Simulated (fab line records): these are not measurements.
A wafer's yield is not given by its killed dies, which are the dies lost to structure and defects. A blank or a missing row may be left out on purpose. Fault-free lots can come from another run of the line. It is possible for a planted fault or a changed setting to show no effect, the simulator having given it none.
Which tool did it?    flow berkeley cmos170    14 lots, 42 wafers sampled, at 4 steps of a route of 331

WHAT THE GAUGES SHOWED, per wafer
UCB170_PFIELD_OVL_MEAS_06.
lot   measured     on          PFIELD_OVL (nm)
L765  day 4 18:49  overlay-01  -4 -3 1
L766  day 5 00:42  overlay-02  6 -2 -3
L767  day 5 00:56  overlay-01  1 9 8
L769  day 5 12:40  overlay-02  -3 -2 1
L771  day 5 23:27  overlay-01  1 0 0
L770  day 5 23:52  overlay-01  -8 -4 -1
L772  day 6 05:23  overlay-02  7 9 5
L774  day 6 12:49  overlay-02  3 2 5
L773  day 6 13:07  overlay-02  -6 -8 -15
L776  day 7 00:52  overlay-02  -3 -5 12
L775  day 7 01:14  overlay-01  -5 -2 7
L779  day 7 13:37  overlay-01  2 -8 -4
L780  day 7 16:54  overlay-01  -1 -6 1
L783  day 8 11:01  overlay-02  2 7 -6

UCB170_M3_CD_MEAS_15: the cd target is 700 nm.
lot   measured      on         cd nm (nm)
L765  day 8 05:37   cd sem-01  699.2 697.5 699.2
L766  day 8 11:49   cd sem-02  698.7 700.4 699.7
L767  day 8 13:01   cd sem-01  700.7 701.4 700.6
L769  day 9 06:07   cd sem-01  699.3 698.9 698.7
L771  day 9 14:56   cd sem-01  701.8 701.1 702.5
L770  day 9 15:10   cd sem-02  698.9 699.5 700.6
L772  day 9 21:27   cd sem-02  697.4 697.3 698.0
L774  day 10 08:25  cd sem-02  700.6 700.8 700.1
L773  day 10 07:45  cd sem-02  700.8 701.3 702.2
L776  day 10 17:20  cd sem-01  698.3 698.4 699.0
L775  day 10 16:49  cd sem-01  698.3 696.9 698.2
L779  day 11 10:58  cd sem-01  700.7 699.1 700.4
L780  day 11 11:44  cd sem-01  701.4 701.4 702.0
L783  day 12 02:01  cd sem-01  700.5 702.1 699.7

UCB170_M3_OVL_MEAS_16.
lot   measured      on          M3_OVL (nm)
L765  day 8 05:44   overlay-02  2 -1 -3
L766  day 8 11:55   overlay-02  1 2 7
L767  day 8 13:08   overlay-01  3 -3 3
L769  day 9 06:13   overlay-02  -1 -1 9
L771  day 9 15:01   overlay-01  4 0 -2
L770  day 9 15:17   overlay-02  -5 2 -4
L772  day 9 21:34   overlay-01  1 -5 -10
L774  day 10 08:32  overlay-02  -1 2 0
L773  day 10 07:50  overlay-02  -2 -2 2
L776  day 10 17:26  overlay-01  0 -1 3
L775  day 10 16:55  overlay-01  -8 0 -2
L779  day 11 11:05  overlay-02  -4 9 2
L780  day 11 11:52  overlay-02  -5 2 0
L783  day 12 02:08  overlay-02  -7 -6 -7

WHAT TOOL EACH LOT RAN ON (gives the tool, then ch and the chambers of the sampled wafers, and finally the start)
lot   UCB170_PVT_STRIP_08
L765  plasma asher-01 ch 0,1, day 6 02:31
L766  plasma asher-01 ch 0,1, day 6 08:26
L767  plasma asher-04 ch 0,1, day 6 08:35
L769  plasma asher-01 ch 1, day 6 17:23
L771  plasma asher-03 ch 0,1, day 7 06:05
L770  plasma asher-01 ch 0,1, day 7 06:29
L772  plasma asher-04 ch 0,1, day 7 15:30
L774  plasma asher-03 ch 0,1, day 7 23:08
L773  plasma asher-01 ch 0,1, day 7 23:49
L776  plasma asher-04 ch 0,1, day 8 10:22
L775  plasma asher-03 ch 0,1, day 8 09:47
L779  plasma asher-01 ch 0,1, day 9 04:05
L780  plasma asher-01 ch 0,1, day 9 04:38
L783  plasma asher-01 ch 0,1, day 9 19:55
- UCB170_PVT_STRIP_08: strips in O2.

WHAT THE TOOLS THEMSELVES READ (means of the sampled wafers that have a number; where no wafer has one, the mark that the record gives instead)
UCB170_PVT_STRIP_08.
lot   tool             chamber pressure mTorr (mTorr)  drypump motor current A (A)  o2 flow sccm (sccm)  oes product au (a.u.)  strip time to endpoint s (s)
L765  plasma asher-01  3501                            5.9                          399.4                0.735                  21.69
L766  plasma asher-01  3500                            5.8                          400.4                0.737                  21.62
L767  plasma asher-04  3500                            5.4                          400.2                0.734                  21.56
L769  plasma asher-01  3502                            6.2                          399.7                0.732                  21.69
L771  plasma asher-03  3502                            5.9                          401.7                0.736                  21.72
L770  plasma asher-01  3498                            5.9                          400.2                0.731                  21.61
L772  plasma asher-04  3503                            5.4                          399.8                0.734                  21.65
L774  plasma asher-03  3499                            5.8                          399.1                0.731                  21.77
L773  plasma asher-01  3500                            5.9                          398.9                0.733                  21.70
L776  plasma asher-04  3497                            5.3                          400.8                0.732                  21.67
L775  plasma asher-03  3497                            5.9                          398.7                0.736                  21.60
L779  plasma asher-01  3501                            5.5                          399.5                0.732                  21.59
L780  plasma asher-01  3500                            5.8                          480.1                0.748                  21.11
L783  plasma asher-01  3500                            5.8                          479.0                0.752                  21.19

THE ANSWER, worked out from the rows above alone
Rule: what is usual is taken from the lots themselves. Put in order of their means at a reading, lots are off if they are a third of the lots or fewer, leave a main group of 4 or more, and stand apart from it by a gap of 3 or more times the standard deviation of the main group's means; of several such gaps the widest counts. If all means in a main group match to the digits the tables above print for the reading, that group is not used. A lot without any number at a reading at which 4 lots or more have one is off too. The other lots that the step has rows for count as sound. First the gauges in route order, then the tools' own readings, where a lot's mean is used as printed above. The first step at which some lot is off is used, and at that step the reading that is off furthest; a lot without a number counts as furthest.
Off: L780, L783, at UCB170_PVT_STRIP_08 (o2 flow sccm). For the main group the mean is 399.9 sccm and the standard deviation 0.82.
A tool fits if, at that step or a process step before it, it ran every lot that is off, and no sound lot after the first of them. One fits: UCB170_PVT_STRIP_08 on plasma asher-01. Its last sound lot is L779 (day 9 04:05), its first lot that is off L780 (day 9 04:38): a fault that began between those two fits.
The tool's own readings at UCB170_PVT_STRIP_08 bear it out: on the lots that are off they differ by more than 5 times the standard deviation of the sound lots' means. o2 flow sccm reads 479.6 sccm there against 399.9 sccm on the sound lots; oes product au reads 0.750 a.u. there against 0.734 a.u. on the sound lots; strip time to endpoint s reads 21.15 s there against 21.66 s on the sound lots.

WHAT WAS PUT IN BY THE SIMULATOR
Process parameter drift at UCB170_PVT_STRIP_08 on plasma asher-01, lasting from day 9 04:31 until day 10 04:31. Setting o2 flow sccm, moved by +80, from 400. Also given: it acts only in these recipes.
Shown lots that were struck: L780, L783. The rule given above showed the same thing.
